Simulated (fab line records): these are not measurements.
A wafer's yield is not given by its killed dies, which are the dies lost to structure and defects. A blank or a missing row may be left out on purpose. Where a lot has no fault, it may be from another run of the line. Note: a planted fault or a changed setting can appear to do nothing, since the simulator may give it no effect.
Which tool is to blame?	flow berkeley_cmos170	42 wafers from 14 lots sampled at 5 of the route's 331 steps

== WHAT THE GAUGES READ, wafer by wafer ==
UCB170_V1_BOW_MEAS_03.
lot	measured	on	V1_BOW (um)
L141	day 7 23:50	film_metro-03	4 18 16
L142	day 7 23:34	film_metro-01	11 11 17
L145	day 8 09:11	film_metro-03	23 24 21
L144	day 8 10:32	film_metro-03	16 25 16
L150	day 8 22:14	film_metro-03	16 12 19
L149	day 8 22:15	film_metro-02	20 11 14
L151	day 9 12:33	film_metro-03	19 22 26
L152	day 9 12:37	film_metro-01	21 30 21
L154	day 10 05:10	film_metro-02	23 33 25
L159	day 11 06:24	film_metro-03	25 15 15
L160	day 11 15:16	film_metro-01	22 17 20
L162	day 11 15:17	film_metro-02	21 24 20
L163	day 11 15:38	film_metro-03	18 32 18
L164	day 11 21:18	film_metro-03	15 18 20

UCB170_M2_CD_MEAS_15 targets a cd of 700 nm.
lot	measured	on	cd_nm (nm)
L141	day 8 05:10	cd_sem-02	699.7 701.6 701.1
L142	day 8 04:35	cd_sem-01	700.3 701.3 701.5
L145	day 8 16:55	cd_sem-02	699.8 699.8 700.1
L144	day 8 17:31	cd_sem-02	700.0 702.0 702.3
L150	day 9 03:41	cd_sem-02	698.7 698.8 696.6
L149	day 9 03:59	cd_sem-01	700.1 698.5 699.4
L151	day 9 16:20	cd_sem-02	698.6 698.5 701.1
L152	day 9 16:52	cd_sem-02	698.1 697.6 698.4
L154	day 10 09:40	cd_sem-02	700.4 700.4 700.0
L159	day 11 10:46	cd_sem-02	697.8 698.1 698.2
L160	day 11 19:53	cd_sem-01	701.4 699.4 701.1
L162	day 11 19:20	cd_sem-02	700.0 698.9 697.2
L163	day 11 20:13	cd_sem-01	700.4 701.0 700.5
L164	day 12 04:51	cd_sem-02	699.8 699.0 699.0

== WHAT TOOL EACH LOT RAN ON (gives the tool, then ch and the chambers of the sampled wafers, and finally the start) ==
lot	UCB170_CONTACT_STRIP_06	UCB170_V1_ETCH_14	UCB170_V1_STRIP_15
L141	plasma_asher-01 ch 0,1, day 7 14:57	rie_diel-04 ch 0,1,3, day 8 01:38	plasma_asher-04 ch 0,1, day 8 01:48
L142	plasma_asher-02 ch 0, day 7 15:08	rie_diel-01 ch 0,1,3, day 8 01:26	plasma_asher-03 ch 0, day 8 01:37
L145	plasma_asher-02 ch 1, day 8 00:55	rie_diel-01 ch 2,3, day 8 11:47	plasma_asher-04 ch 0,1, day 8 11:58
L144	plasma_asher-01 ch 0,1, day 8 02:41	rie_diel-02 ch 0,1,2, day 8 13:26	plasma_asher-04 ch 0,1, day 8 13:37
L150	plasma_asher-01 ch 0,1, day 8 10:46	rie_diel-02 ch 0,1, day 9 00:48	plasma_asher-01 ch 0,1, day 9 00:59
L149	plasma_asher-02 ch 0,1, day 8 11:21	rie_diel-04 ch 0,1,3, day 9 01:10	plasma_asher-03 ch 0,1, day 9 01:20
L151	plasma_asher-03 ch 0,1, day 9 02:33	rie_diel-04 ch 1,3, day 9 14:03	plasma_asher-04 ch 0,1, day 9 14:14
L152	plasma_asher-02 ch 0,1, day 9 02:44	rie_diel-02 ch 1,3, day 9 14:19	plasma_asher-01 ch 0,1, day 9 14:30
L154	plasma_asher-01 ch 0,1, day 9 18:52	rie_diel-04 ch 1,3, day 10 06:51	plasma_asher-03 ch 0,1, day 10 07:02
L159	plasma_asher-03 ch 0,1, day 10 18:52	rie_diel-02 ch 2,3, day 11 08:17	plasma_asher-04 ch 0,1, day 11 08:31
L160	plasma_asher-01 ch 0,1, day 11 03:27	rie_diel-02 ch 0,1,3, day 11 17:08	plasma_asher-04 ch 0,1, day 11 17:19
L162	plasma_asher-03 ch 0,1, day 11 04:32	rie_diel-01 ch 1,2, day 11 16:52	plasma_asher-04 ch 0,1, day 11 17:02
L163	plasma_asher-02 ch 0,1, day 11 05:16	rie_diel-04 ch 1,2, day 11 17:24	plasma_asher-03 ch 0,1, day 11 17:37
L164	plasma_asher-01 ch 0,1, day 11 12:27	rie_diel-04 ch 0,1,2, day 11 23:35	plasma_asher-04 ch 0,1, day 11 23:46
- UCB170_CONTACT_STRIP_06: strips in O2.
- UCB170_V1_ETCH_14: etches SiO2 in CHF3/CF4/Ar, stops on Al, target depth 1250 nm, time 291 s.
- UCB170_V1_STRIP_15: strips in O2.

== WHAT THE TOOLS THEMSELVES READ (means of the sampled wafers that have a number; where no wafer has one, the mark that the record gives instead) ==
UCB170_CONTACT_STRIP_06.
lot	tool	drypump_motor_current_A (A)	oes_product_au (a.u.)	strip_time_to_endpoint_s (s)
L141	plasma_asher-01	6.0	0.730	22.00
L142	plasma_asher-02	6.4	0.738	22.11
L145	plasma_asher-02	5.5	0.734	21.97
L144	plasma_asher-01	6.0	0.736	21.92
L150	plasma_asher-01	6.0	0.733	22.00
L149	plasma_asher-02	5.8	0.735	21.96
L151	plasma_asher-03	5.3	0.737	21.92
L152	plasma_asher-02	5.8	0.734	21.97
L154	plasma_asher-01	6.0	0.730	21.92
L159	plasma_asher-03	5.3	0.736	22.02
L160	plasma_asher-01	6.0	0.737	22.02
L162	plasma_asher-03	5.2	0.728	21.95
L163	plasma_asher-02	6.1	0.733	21.89
L164	plasma_asher-01	6.0	0.732	22.03

UCB170_V1_ETCH_14.
lot	tool	drypump_motor_current_A (A)	oes_product_au (a.u.)	throttle_valve_pct (%)
L141	rie_diel-04	5.93	0.876	7.00
L142	rie_diel-01	5.67	0.880	6.90
L145	rie_diel-01	5.82	0.874	7.06
L144	rie_diel-02	5.87	0.855	6.84
L150	rie_diel-02	5.94	0.862	6.78
L149	rie_diel-04	5.94	0.868	7.00
L151	rie_diel-04	6.05	0.869	6.99
L152	rie_diel-02	5.76	0.865	6.83
L154	rie_diel-04	5.94	0.880	7.05
L159	rie_diel-02	5.74	0.864	6.97
L160	rie_diel-02	5.91	0.862	6.88
L162	rie_diel-01	5.88	0.858	7.12
L163	rie_diel-04	5.55	0.886	7.01
L164	rie_diel-04	5.67	0.885	7.02

UCB170_V1_STRIP_15.
lot	tool	drypump_motor_current_A (A)	oes_product_au (a.u.)	strip_time_to_endpoint_s (s)
L141	plasma_asher-04	6.4	0.723	15.37
L142	plasma_asher-03	5.1	0.726	15.32
L145	plasma_asher-04	6.3	0.722	15.20
L144	plasma_asher-04	6.4	0.716	15.39
L150	plasma_asher-01	6.0	0.723	15.29
L149	plasma_asher-03	5.3	0.719	15.30
L151	plasma_asher-04	6.4	0.722	15.15
L152	plasma_asher-01	6.0	0.718	15.47
L154	plasma_asher-03	5.3	0.719	15.47
L159	plasma_asher-04	6.3	0.720	12.78
L160	plasma_asher-04	6.4	0.715	12.68
L162	plasma_asher-04	6.4	0.720	15.37
L163	plasma_asher-03	5.2	0.727	15.37
L164	plasma_asher-04	6.5	0.721	15.36

== THE ANSWER, worked out from the rows above alone ==
Rule: what is usual is taken from the lots themselves. The widest of any qualifying gaps counts: lots, ordered by their means at a reading, are off when they make up no more than a third of the lots, leave a main group of 4 or more, and stand apart from it by 3 or more times the standard deviation of that group's means. Not used: any main group whose means are identical at the precision the tables above print for the reading. A lot without any number at a reading at which 4 lots or more have one is off too. Where the step has rows for the other lots, those lots are counted as sound. First the gauges in route order, then the tools' own readings, where a lot's mean is used as printed above. At the first step where some lot is off, the reading lying furthest off is the one used; lots without a number count as furthest.
Off at UCB170_V1_STRIP_15 (strip_time_to_endpoint_s): L159, L160. The main group has a mean of 15.34 s with a standard deviation of 0.091.
A tool fits if, at that step or a process step before it, it ran every lot that is off, and no sound lot after the first of them. One fits: UCB170_V1_ETCH_14 on rie_diel-02. A fault onset in the window from L152 (day 9 14:19, its last sound lot) to L159 (day 11 08:17, its first lot off) fits.

== WHAT THE SIMULATOR HAD INSERTED ==
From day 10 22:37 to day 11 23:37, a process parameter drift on rie_diel-02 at UCB170_V1_ETCH_14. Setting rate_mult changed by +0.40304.
Struck lots among those shown: L159, L160. The rule above reached the same finding.
